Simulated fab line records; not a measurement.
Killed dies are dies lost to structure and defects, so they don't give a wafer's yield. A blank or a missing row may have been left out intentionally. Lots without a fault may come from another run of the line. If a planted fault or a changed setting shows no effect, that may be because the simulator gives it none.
Code-filled problem report in 8D (eight disciplines) form	flow berkeley-cmos170	the parts of the form that need people (team, actions taken, sign-off) are left out

== 1. THE PROBLEM ==
Wafers without a fault read 1500.0 rpm, standard deviation 0.93; spin-speed-rpm at UCB170_CONTACT_COAT_10 reads a mean of 1402.2 rpm on 6 wafers belonging to 2 lots. That is -99 or more standard deviations from the usual mean.
The step: resist thk 900 nm.
The first sign was on wafer L454.1 at day 10 15:00, on litho-track-04. Wafers with a number at this step in the record: 42, from 14 lots. By rule, "out" or "out of limits" means more than 4 standard deviations away from the usual mean. All remaining wafers that have a number are taken as sound.

== 2. WHAT THIS IS AND IS NOT ==
question	is	is not
which readings at this step	spin-speed-rpm	-
which lots	L454, L458	L446, L447, L448, L449, L450, L451, L455, L456, L465, L466, L467, L468
which wafers of those lots	all that have a number	-
read on which tools	litho-track-04	litho-track-01, litho-track-03
when	from day 10 15:00	up to then (24 sound wafers); but 12 sound wafers of L465, L466, L467, L468 came after

== 3. THE SUSPECTS, EACH WITH WHAT RULES IT OUT ==
Counting: a tool at any process step up to the reading remains a suspect when it ran all the lots that are out and ran no sound lot after the first of those.
- litho-track-04 at UCB170_CONTACT_COAT_10 (resist thk 900 nm): kept. It ran every lot that is out, first L454 (day 10 15:00), and no sound lot after that; its last sound lot up to then is L456 (day 10 13:00). On those wafers its own readings are out: spin-speed-rpm.
Remaining after the count: litho-track-04 at UCB170_CONTACT_COAT_10.

== 4. THE CAUSE (what the simulator had put in) ==
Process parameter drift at UCB170_CONTACT_COAT_10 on litho-track-04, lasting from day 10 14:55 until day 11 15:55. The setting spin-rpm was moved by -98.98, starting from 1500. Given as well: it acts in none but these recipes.
Only this tool survived the counting.

== 5. THE CHAIN OF EFFECTS, in route order ==
One row per reading whose mean, taken over the struck wafers that have a number, lies over 3 standard deviations from the usual. Scope: only readings with a usual standard deviation given in the record; hours: median across lots of the time from each lot's start at the first step in this table that gives one to its start at this step; sigmas: change in usual standard deviations.
hours	step	reading	usual	on struck wafers	change	sigmas
0	UCB170_CONTACT_COAT_10	spin-speed-rpm	1500.0 rpm	1402.2	-97.8	-99 or more
The process steps in it:
- UCB170_CONTACT_COAT_10: resist thk 900 nm.

== 6. HOW IT WOULD HAVE BEEN CAUGHT EARLIER ==
The fault began at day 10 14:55; the first out-of-limits reading in this record came at day 10 15:00, 0 hours later.
